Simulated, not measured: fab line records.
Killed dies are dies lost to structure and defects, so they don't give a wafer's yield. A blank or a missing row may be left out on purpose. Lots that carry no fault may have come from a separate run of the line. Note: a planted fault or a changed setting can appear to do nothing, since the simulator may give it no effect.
Which of the tools did it? || flow berkeley cmos170 || Sampling: 14 lots, 42 wafers, 4 of 331 route steps

WHAT THE GAUGES READ, wafer by wafer
UCB170_SILICIDE_THK_MEAS_03: measures by xrf. Usual: SILICIDE_TI_THK 30.3 nm, standard deviation 0.41.
{"lot": "L223", "measured": "day 7 04:10", "on": "film metro-03", "SILICIDE_TI_THK (nm)": "30.7 30.5 30.6", "flag": ""}
{"lot": "L222", "measured": "day 7 04:11", "on": "film metro-02", "SILICIDE_TI_THK (nm)": "30.8 31.3 31.2", "flag": ""}
{"lot": "L224", "measured": "day 7 07:44", "on": "film metro-04", "SILICIDE_TI_THK (nm)": "30.2 30.4 30.4", "flag": ""}
{"lot": "L227", "measured": "day 7 16:42", "on": "film metro-03", "SILICIDE_TI_THK (nm)": "30.2 30.0 30.0", "flag": ""}
{"lot": "L226", "measured": "day 7 18:18", "on": "film metro-02", "SILICIDE_TI_THK (nm)": "30.3 30.2 30.5", "flag": ""}
{"lot": "L229", "measured": "day 8 05:28", "on": "film metro-03", "SILICIDE_TI_THK (nm)": "30.5 30.7 30.4", "flag": ""}
{"lot": "L231", "measured": "day 8 16:10", "on": "film metro-04", "SILICIDE_TI_THK (nm)": "30.8 30.4 30.6", "flag": ""}
{"lot": "L233", "measured": "day 8 21:20", "on": "film metro-02", "SILICIDE_TI_THK (nm)": "30.3 30.0 30.1", "flag": ""}
{"lot": "L232", "measured": "day 8 21:39", "on": "film metro-04", "SILICIDE_TI_THK (nm)": "30.5 30.1 30.4", "flag": ""}
{"lot": "L235", "measured": "day 9 06:37", "on": "film metro-03", "SILICIDE_TI_THK (nm)": "30.8 30.2 30.3", "flag": ""}
{"lot": "L237", "measured": "day 10 00:32", "on": "film metro-02", "SILICIDE_TI_THK (nm)": "30.3 30.2 29.9", "flag": ""}
{"lot": "L236", "measured": "day 10 01:23", "on": "film metro-02", "SILICIDE_TI_THK (nm)": "29.8 29.7 29.8", "flag": ""}
{"lot": "L238", "measured": "day 10 01:46", "on": "film metro-03", "SILICIDE_TI_THK (nm)": "29.8 29.7 29.5", "flag": ""}
{"lot": "L239", "measured": "day 10 13:14", "on": "film metro-04", "SILICIDE_TI_THK (nm)": "30.9 31.1 31.1", "flag": ""}

UCB170_M3_RS_MEAS_02: the measuring method here is four-point-probe. Usual: M3_AL_RS 0.0321 ohm/sq, standard deviation 0.00033.
{"lot": "L223", "measured": "day 8 00:29", "on": "film metro-04", "M3_AL_RS (ohm/sq)": "0.0319 0.0320 0.0323", "flag": ""}
{"lot": "L222", "measured": "day 8 01:36", "on": "film metro-02", "M3_AL_RS (ohm/sq)": "0.0320 0.0320 0.0319", "flag": ""}
{"lot": "L224", "measured": "day 8 06:31", "on": "film metro-04", "M3_AL_RS (ohm/sq)": "0.0317 0.0317 0.0319", "flag": ""}
{"lot": "L227", "measured": "day 8 11:23", "on": "film metro-04", "M3_AL_RS (ohm/sq)": "0.0321 0.0322 0.0320", "flag": ""}
{"lot": "L226", "measured": "day 8 16:28", "on": "film metro-02", "M3_AL_RS (ohm/sq)": "0.0321 0.0323 0.0325", "flag": ""}
{"lot": "L229", "measured": "day 9 03:09", "on": "film metro-02", "M3_AL_RS (ohm/sq)": "0.0323 0.0320 0.0323", "flag": ""}
{"lot": "L231", "measured": "day 9 14:13", "on": "film metro-04", "M3_AL_RS (ohm/sq)": "0.0321 0.0322 0.0320", "flag": ""}
{"lot": "L233", "measured": "day 9 18:05", "on": "film metro-04", "M3_AL_RS (ohm/sq)": "0.0319 0.0320 0.0318", "flag": ""}
{"lot": "L232", "measured": "day 9 17:41", "on": "film metro-02", "M3_AL_RS (ohm/sq)": "0.0317 0.0318 0.0319", "flag": ""}
{"lot": "L235", "measured": "day 10 05:04", "on": "film metro-01", "M3_AL_RS (ohm/sq)": "0.0314 0.0316 0.0314", "flag": ""}
{"lot": "L237", "measured": "day 10 21:32", "on": "film metro-02", "M3_AL_RS (ohm/sq)": "0.0326 0.0326 0.0322", "flag": ""}
{"lot": "L236", "measured": "day 10 22:17", "on": "film metro-02", "M3_AL_RS (ohm/sq)": "0.0322 0.0318 0.0323", "flag": ""}
{"lot": "L238", "measured": "day 10 21:58", "on": "film metro-04", "M3_AL_RS (ohm/sq)": "0.0320 0.0318 0.0319", "flag": ""}
{"lot": "L239", "measured": "day 11 09:02", "on": "film metro-04", "M3_AL_RS (ohm/sq)": "0.0323 0.0321 0.0324", "flag": ""}

WHAT TOOL EACH LOT RAN ON (gives the tool, then ch and the chambers of the sampled wafers, and finally the start)
{"lot": "L223", "UCB170_SILICIDE_RTA_04": "rtp anneal-02 ch 0, day 7 04:14", "UCB170_M1_ETCH_11": "rie diel-03 ch 1,2,3, day 7 10:42"}
{"lot": "L222", "UCB170_SILICIDE_RTA_04": "rtp anneal-01 ch 0, day 7 04:15", "UCB170_M1_ETCH_11": "rie diel-01 ch 1,2,3, day 7 10:56"}
{"lot": "L224", "UCB170_SILICIDE_RTA_04": "rtp anneal-02 ch 0, day 7 07:48", "UCB170_M1_ETCH_11": "rie diel-03 ch 0,3, day 7 16:12"}
{"lot": "L227", "UCB170_SILICIDE_RTA_04": "rtp anneal-02 ch 0, day 7 16:46", "UCB170_M1_ETCH_11": "rie diel-03 ch 0,1, day 8 00:40"}
{"lot": "L226", "UCB170_SILICIDE_RTA_04": "rtp anneal-01 ch 0, day 7 18:22", "UCB170_M1_ETCH_11": "rie diel-01 ch 0,1, day 8 03:43"}
{"lot": "L229", "UCB170_SILICIDE_RTA_04": "rtp anneal-01 ch 0, day 8 05:32", "UCB170_M1_ETCH_11": "rie diel-04 ch 0,2,3, day 8 12:37"}
{"lot": "L231", "UCB170_SILICIDE_RTA_04": "rtp anneal-01 ch 0, day 8 16:13", "UCB170_M1_ETCH_11": "rie diel-03 ch 0,1,2, day 9 02:20"}
{"lot": "L233", "UCB170_SILICIDE_RTA_04": "rtp anneal-01 ch 0, day 8 21:23", "UCB170_M1_ETCH_11": "rie diel-01 ch 1,2, day 9 06:34"}
{"lot": "L232", "UCB170_SILICIDE_RTA_04": "rtp anneal-02 ch 0, day 8 21:44", "UCB170_M1_ETCH_11": "rie diel-03 ch 0,1,3, day 9 06:20"}
{"lot": "L235", "UCB170_SILICIDE_RTA_04": "rtp anneal-02 ch 0, day 9 06:40", "UCB170_M1_ETCH_11": "rie diel-01 ch 0,3, day 9 14:32"}
{"lot": "L237", "UCB170_SILICIDE_RTA_04": "rtp anneal-01 ch 0, day 10 00:35", "UCB170_M1_ETCH_11": "rie diel-03 ch 1,2,3, day 10 06:47"}
{"lot": "L236", "UCB170_SILICIDE_RTA_04": "rtp anneal-02 ch 0, day 10 01:27", "UCB170_M1_ETCH_11": "rie diel-04 ch 1,2, day 10 07:47"}
{"lot": "L238", "UCB170_SILICIDE_RTA_04": "rtp anneal-01 ch 0, day 10 01:49", "UCB170_M1_ETCH_11": "rie diel-01 ch 0,1,2, day 10 08:37"}
{"lot": "L239", "UCB170_SILICIDE_RTA_04": "rtp anneal-02 ch 0, day 10 13:19", "UCB170_M1_ETCH_11": "rie diel-01 ch 0,2,3, day 10 20:41"}
- UCB170_SILICIDE_RTA_04: time 15 s.
- UCB170_M1_ETCH_11: etches BARC in N2/H2.

AS READ BY THE TOOLS THEMSELVES (means over the sampled wafers that have a number; for cases with no such wafer, the mark the record gives instead)
UCB170_SILICIDE_RTA_04. Usual: lamp power pct 10.1 %, standard deviation 0.37; wafer_temp_C_max 652.2, standard deviation 0.71.
{"lot": "L223", "tool": "rtp anneal-02", "lamp power pct (%)": 9.7, "wafer_temp_C_max": 651.4, "flag": ""}
{"lot": "L222", "tool": "rtp anneal-01", "lamp power pct (%)": 10.4, "wafer_temp_C_max": 652.6, "flag": ""}
{"lot": "L224", "tool": "rtp anneal-02", "lamp power pct (%)": 9.7, "wafer_temp_C_max": 651.4, "flag": ""}
{"lot": "L227", "tool": "rtp anneal-02", "lamp power pct (%)": 9.7, "wafer_temp_C_max": 652.0, "flag": ""}
{"lot": "L226", "tool": "rtp anneal-01", "lamp power pct (%)": 10.4, "wafer_temp_C_max": 652.4, "flag": ""}
{"lot": "L229", "tool": "rtp anneal-01", "lamp power pct (%)": 10.4, "wafer_temp_C_max": 652.9, "flag": ""}
{"lot": "L231", "tool": "rtp anneal-01", "lamp power pct (%)": 10.4, "wafer_temp_C_max": 652.3, "flag": ""}
{"lot": "L233", "tool": "rtp anneal-01", "lamp power pct (%)": 10.4, "wafer_temp_C_max": 653.2, "flag": ""}
{"lot": "L232", "tool": "rtp anneal-02", "lamp power pct (%)": 9.7, "wafer_temp_C_max": 651.2, "flag": ""}
{"lot": "L235", "tool": "rtp anneal-02", "lamp power pct (%)": 9.7, "wafer_temp_C_max": 652.1, "flag": ""}
{"lot": "L237", "tool": "rtp anneal-01", "lamp power pct (%)": 10.4, "wafer_temp_C_max": 653.0, "flag": ""}
{"lot": "L236", "tool": "rtp anneal-02", "lamp power pct (%)": 9.7, "wafer_temp_C_max": 652.2, "flag": ""}
{"lot": "L238", "tool": "rtp anneal-01", "lamp power pct (%)": 10.4, "wafer_temp_C_max": 652.5, "flag": ""}
{"lot": "L239", "tool": "rtp anneal-02", "lamp power pct (%)": 9.7, "wafer_temp_C_max": 651.6, "flag": ""}

UCB170_M1_ETCH_11. Usual: bias w 99.98 W, standard deviation 0.29; drypump motor current A 5.7 A, standard deviation 0.4; n2 flow sccm 100.01 sccm, standard deviation 0.26; oes product au 1.004 a.u., standard deviation 0.016; throttle valve pct 13.19 %, standard deviation 0.2.
{"lot": "L223", "tool": "rie diel-03", "bias w (W)": 99.96, "drypump motor current A (A)": 5.5, "n2 flow sccm (sccm)": 100.26, "oes product au (a.u.)": 0.999, "throttle valve pct (%)": 13.36, "flag": ""}
{"lot": "L222", "tool": "rie diel-01", "bias w (W)": 100.05, "drypump motor current A (A)": 5.9, "n2 flow sccm (sccm)": 100.05, "oes product au (a.u.)": 1.013, "throttle valve pct (%)": 13.08, "flag": ""}
{"lot": "L224", "tool": "rie diel-03", "bias w (W)": 99.87, "drypump motor current A (A)": 5.6, "n2 flow sccm (sccm)": 100.04, "oes product au (a.u.)": 0.990, "throttle valve pct (%)": 13.12, "flag": ""}
{"lot": "L227", "tool": "rie diel-03", "bias w (W)": 99.87, "drypump motor current A (A)": 5.4, "n2 flow sccm (sccm)": 99.98, "oes product au (a.u.)": 1.019, "throttle valve pct (%)": 13.19, "flag": ""}
{"lot": "L226", "tool": "rie diel-01", "bias w (W)": 100.11, "drypump motor current A (A)": 5.7, "n2 flow sccm (sccm)": 100.13, "oes product au (a.u.)": 1.002, "throttle valve pct (%)": 13.12, "flag": ""}
{"lot": "L229", "tool": "rie diel-04", "bias w (W)": 99.93, "drypump motor current A (A)": 5.8, "n2 flow sccm (sccm)": 99.78, "oes product au (a.u.)": 0.998, "throttle valve pct (%)": 13.15, "flag": ""}
{"lot": "L231", "tool": "rie diel-03", "bias w (W)": 100.00, "drypump motor current A (A)": 5.3, "n2 flow sccm (sccm)": 100.20, "oes product au (a.u.)": 1.006, "throttle valve pct (%)": 13.35, "flag": ""}
{"lot": "L233", "tool": "rie diel-01", "bias w (W)": 99.91, "drypump motor current A (A)": 6.2, "n2 flow sccm (sccm)": 99.96, "oes product au (a.u.)": 1.014, "throttle valve pct (%)": 12.98, "flag": ""}
{"lot": "L232", "tool": "rie diel-03", "bias w (W)": 100.07, "drypump motor current A (A)": 5.6, "n2 flow sccm (sccm)": 99.89, "oes product au (a.u.)": 1.003, "throttle valve pct (%)": 13.20, "flag": ""}
{"lot": "L235", "tool": "rie diel-01", "bias w (W)": 99.88, "drypump motor current A (A)": 5.4, "n2 flow sccm (sccm)": 99.83, "oes product au (a.u.)": 1.010, "throttle valve pct (%)": 13.29, "flag": ""}
{"lot": "L237", "tool": "rie diel-03", "bias w (W)": 100.21, "drypump motor current A (A)": 5.5, "n2 flow sccm (sccm)": 99.94, "oes product au (a.u.)": 1.002, "throttle valve pct (%)": 13.36, "flag": ""}
{"lot": "L236", "tool": "rie diel-04", "bias w (W)": 99.89, "drypump motor current A (A)": 5.9, "n2 flow sccm (sccm)": 100.11, "oes product au (a.u.)": 0.992, "throttle valve pct (%)": 13.21, "flag": ""}
{"lot": "L238", "tool": "rie diel-01", "bias w (W)": 81.07, "drypump motor current A (A)": 5.9, "n2 flow sccm (sccm)": 100.08, "oes product au (a.u.)": 0.945, "throttle valve pct (%)": 13.09, "flag": "OFF"}
{"lot": "L239", "tool": "rie diel-01", "bias w (W)": 80.99, "drypump motor current A (A)": 5.7, "n2 flow sccm (sccm)": 99.93, "oes product au (a.u.)": 0.946, "throttle valve pct (%)": 13.18, "flag": "OFF"}

THE ANSWER, worked out from the rows above alone
Rule: lot off if the mean of its wafers having a number is beyond 3 standard deviations from the usual mean. Also off: a lot with no number at a reading for which 4 or more lots have one. All remaining lots with rows at the step are treated as sound. After the gauges, taken in route order, come the tools' own readings; for these a lot's mean is taken, as printed above. At the first step where some lot is off, the reading lying furthest off is the one used; lots without a number count as furthest.
Off: L238, L239, at UCB170_M1_ETCH_11 (bias w).
If a tool, at that step or one of the process steps before it, ran each lot that is off and ran no sound lot following the first of them, it fits. One fits: rie diel-01 at UCB170_M1_ETCH_11. A fault onset in the window from L235 (day 9 14:32, its last sound lot) to L238 (day 10 08:37, its first lot off) fits.
The tool's own readings at UCB170_M1_ETCH_11 bear it out: on the lots that are off they differ by more than 5 times the standard deviation of the sound lots' means. bias w reads 81.03 W there against 99.98 W on the sound lots; oes product au reads 0.946 a.u. there against 1.004 a.u. on the sound lots.

WHAT THE SIMULATOR PUT IN
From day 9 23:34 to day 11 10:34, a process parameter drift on rie diel-01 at UCB170_M1_ETCH_11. Setting bias w shifted by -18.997 from 100. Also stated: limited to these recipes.
Lots struck among those shown: L238, L239. The rule above found the same.
